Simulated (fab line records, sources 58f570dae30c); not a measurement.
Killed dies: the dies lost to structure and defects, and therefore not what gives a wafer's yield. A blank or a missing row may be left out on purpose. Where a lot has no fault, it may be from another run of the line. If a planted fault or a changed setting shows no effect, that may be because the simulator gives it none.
What tool caused it? -- flow berkeley_cmos170 -- 42 wafers from 14 lots sampled at 3 of the route's 331 steps

WHAT THE GAUGES READ, wafer by wafer
UCB170_FIELD_THK_MEAS_90.
lot,measured,on,FIELD_OXIDE_LEFT_1_THK (nm)
L584,day 5 01:29,film_metro-04,452 450 452
L585,day 5 01:30,film_metro-03,447 452 444
L587,day 5 15:40,film_metro-02,458 453 465
L589,day 5 19:26,film_metro-04,460 470 461
L590,day 5 22:52,film_metro-04,453 451 451
L591,day 6 14:11,film_metro-02,429 432 437
L593,day 6 22:08,film_metro-02,429 433 435
L597,day 7 23:31,film_metro-02,463 469 464
L600,day 9 01:16,film_metro-04,453 435 446
L601,day 9 01:16,film_metro-02,449 445 445
L602,day 9 18:35,film_metro-03,455 441 443
L605,day 9 18:35,film_metro-04,465 453 449
L604,day 9 18:37,film_metro-02,460 463 456
L606,day 10 05:53,film_metro-03,452 454 451

UCB170_PVT_TW_MEAS_09.
lot,measured,on,PVT_TW
L584,day 5 18:17,film_metro-04,509 510 508
L585,day 5 18:19,film_metro-02,514 511 512
L587,day 6 10:23,film_metro-04,504 506 507
L589,day 6 18:11,film_metro-03,508 508 509
L590,day 6 17:49,film_metro-04,507 504 506
L591,day 7 10:58,film_metro-03,452 450 455
L593,day 7 20:12,film_metro-02,454 453 455
L597,day 8 14:38,film_metro-04,507 506 506
L600,day 9 15:53,film_metro-03,508 507 510
L601,day 9 16:12,film_metro-02,512 513 511
L602,day 10 10:46,film_metro-03,510 509 510
L605,day 10 09:21,film_metro-03,510 511 510
L604,day 10 10:38,film_metro-04,506 506 504
L606,day 10 16:25,film_metro-04,505 505 507

WHICH TOOL RAN EACH LOT (tool, then ch and the chambers of the sampled wafers, then the start)
lot,UCB170_PVT_IMPLANT_07
L584,"implanter-02 ch 0, day 5 18:02"
L585,"implanter-01 ch 0, day 5 18:05"
L587,"implanter-02 ch 0, day 6 10:08"
L589,"implanter-01 ch 0, day 6 17:56"
L590,"implanter-02 ch 0, day 6 17:35"
L591,"implanter-02 ch 0, day 7 10:44"
L593,"implanter-02 ch 0, day 7 19:58"
L597,"implanter-01 ch 0, day 8 14:26"
L600,"implanter-01 ch 0, day 9 15:39"
L601,"implanter-04 ch 0, day 9 15:58"
L602,"implanter-04 ch 0, day 10 10:31"
L605,"implanter-04 ch 0, day 10 09:07"
L604,"implanter-02 ch 0, day 10 10:25"
L606,"implanter-01 ch 0, day 10 16:10"
- UCB170_PVT_IMPLANT_07

WHAT THE TOOLS THEMSELVES READ (means of the sampled wafers that have a number; where no wafer has one, the mark that the record gives instead)
UCB170_PVT_IMPLANT_07.
lot,tool,beam_on_s (s),dose_ions_cm2,faraday_current_uA
L584,implanter-02,9.79,2.0013e+12,6.48
L585,implanter-01,10.30,1.9989e+12,6.16
L587,implanter-02,10.02,2.0007e+12,6.36
L589,implanter-01,9.97,1.9966e+12,6.37
L590,implanter-02,9.84,1.9985e+12,6.43
L591,implanter-02,10.13,1.3375e+12,4.19
L593,implanter-02,9.80,1.3401e+12,4.33
L597,implanter-01,10.09,2.0002e+12,6.28
L600,implanter-01,10.20,2.0004e+12,6.21
L601,implanter-04,10.07,1.9983e+12,6.30
L602,implanter-04,10.11,1.9984e+12,6.28
L605,implanter-04,9.90,1.9973e+12,6.40
L604,implanter-02,9.84,2.0022e+12,6.45
L606,implanter-01,10.00,2.0002e+12,6.34

THE ANSWER, worked out from the rows above alone
Rule: usual is defined by the lots themselves. The widest of any qualifying gaps counts: lots, ordered by their means at a reading, are off when they make up no more than a third of the lots, leave a main group of 4 or more, and stand apart from it by 3 or more times the standard deviation of that group's means. A main group whose means are all the same, to the digits that the tables above print for the reading, isn't used. A lot without any number at a reading at which 4 lots or more have one is off too. The other lots that the step has rows for count as sound. After the gauges, taken in route order, come the tools' own readings; for these a lot's mean is taken, as printed above. At the first step where some lot is off, the reading lying furthest off is the one used; lots without a number count as furthest.
Off: at UCB170_PVT_TW_MEAS_09 (PVT_TW), L591, L593. For the main group the mean is 508 and the standard deviation 2.4.
If a tool, at a process step before that reading, ran all the lots that are off and no sound lot after the first of them, it fits. The gauges at UCB170_PVT_TW_MEAS_09 aren't tried: what is off there is off at UCB170_PVT_IMPLANT_07 too, on other tools, and a gauge's error can't cause that. Not one of the candidates tried fits.

WHAT HAD BEEN PUT IN BY THE SIMULATOR
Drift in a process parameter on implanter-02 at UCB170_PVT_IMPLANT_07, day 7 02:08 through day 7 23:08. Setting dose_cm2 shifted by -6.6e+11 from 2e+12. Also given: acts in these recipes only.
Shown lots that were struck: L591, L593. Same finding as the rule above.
